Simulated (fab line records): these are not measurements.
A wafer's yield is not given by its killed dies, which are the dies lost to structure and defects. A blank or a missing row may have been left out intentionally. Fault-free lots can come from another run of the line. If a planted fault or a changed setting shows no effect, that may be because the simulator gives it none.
Split-lot trial | flow berkeley cmos170 | route with 331 steps; 5 lots, 23 wafers read

== SPLIT DETAILS ==
At UCB170_PLDD_EXPOSE_03 (exposes mask PSELECT, target cd 1200 nm), the setting dose mj was moved away from the recipe's 30 on 12 of the 23 wafers read, by -6.7% to -2.7%. The other wafers ran this setting at the recipe's value.

== FROM THE SPLIT TO THE READING: what the file shows between them, 2 steps ==
- UCB170_PLDD_PEB_04
- UCB170_PLDD_DEVELOP_05: develop time 45 s

== THE READING ==
Shown in nm: cd nm at UCB170_PLDD_CD_MEAS_06, with target cd 1200 nm. Fault-free wafers of this fab line usually give 1199.8 nm, standard deviation 1.5 nm.

wafer  | tool, chamber at the split | dose mj as run | against the recipe | cd nm, nm | against lot-mates on the recipe
L075.1 | krf scanner-02, 0          | 30             | recipe             | 1200.7    | -
L075.2 | krf scanner-02, 0          | 30             | recipe             | 1199.6    | -
L075.3 | krf scanner-02, 0          | 30             | recipe             | 1200.3    | -
L078.1 | krf scanner-02, 0          | 27.99          | -6.7%              | 1185.9    | -13.0
L078.3 | krf scanner-02, 0          | 30             | recipe             | 1198.7    | -
L078.4 | krf scanner-02, 0          | 27.99          | -6.7%              | 1186.5    | -12.5
L078.5 | krf scanner-02, 0          | 30             | recipe             | 1199.2    | -
L078.6 | krf scanner-02, 0          | 27.99          | -6.7%              | 1185.8    | -13.2
L079.1 | krf scanner-02, 0          | 28.41          | -5.3%              | 1189.5    | -9.3
L079.2 | krf scanner-02, 0          | 30             | recipe             | 1198.9    | -
L079.3 | krf scanner-02, 0          | 30             | recipe             | 1198.7    | -
L079.5 | krf scanner-02, 0          | 28.41          | -5.3%              | 1189.5    | -9.3
L079.6 | krf scanner-02, 0          | 28.41          | -5.3%              | 1190.8    | -8.0
L081.1 | krf scanner-01, 0          | 29.09          | -3.0%              | 1195.1    | -4.9
L081.2 | krf scanner-01, 0          | 29.09          | -3.0%              | 1194.0    | -6.0
L081.3 | krf scanner-01, 0          | 29.09          | -3.0%              | 1193.5    | -6.5
L081.4 | krf scanner-01, 0          | 30             | recipe             | 1199.7    | -
L081.5 | krf scanner-01, 0          | 30             | recipe             | 1200.3    | -
L085.1 | krf scanner-02, 0          | 30             | recipe             | 1198.6    | -
L085.3 | krf scanner-02, 0          | 29.18          | -2.7%              | 1193.3    | -5.6
L085.4 | krf scanner-02, 0          | 29.18          | -2.7%              | 1193.4    | -5.5
L085.5 | krf scanner-02, 0          | 30             | recipe             | 1199.2    | -
L085.6 | krf scanner-02, 0          | 29.18          | -2.7%              | 1192.0    | -6.9

THE FIT
A straight line over all 23 wafers: cd nm changes by +1.93 nm for each +1% of dose mj; r = +0.98; the points scatter about the line by 0.91 nm.
The same after taking each lot's own level away (the mean of its wafers on the recipe; 23 wafers): +1.85 nm for each +1%; r = +0.99; scatter 0.73 nm.
On that fit, the largest move of dose mj shifts the reading by 12 nm.
From 1198.80 to 1200.20 nm: that is the span of the lots' own levels, equal to 0.9 times the standard deviation above.
Consequently the slope shifts little with the lot-to-lot level, the two slopes agreeing.
Check: with one of the wafers moved furthest among these (-6.7%) left out of the fit, the line predicts -12.3 nm for it against its lot-mates. It came out at -13 nm against them.

== OTHER SPLITS APPLIED TO THESE WAFERS ==
These wafers also went through other splits before the reading. Each is held against what the fit with the lots' levels taken away leaves over:
other split on the same wafers      | wafers away from the commonest value | r with cd nm (lot level and that fit taken away)
UCB170_ACTIVE_CVD_05 pressure mtorr | 15                                   | -0.14
UCB170_FIELD_OXIDATION_01 ox time s | 18                                   | -0.39

== FILE'S OWN FIT ==
cd nm changes by +1.87 nm for each +1% of dose mj, r = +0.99.
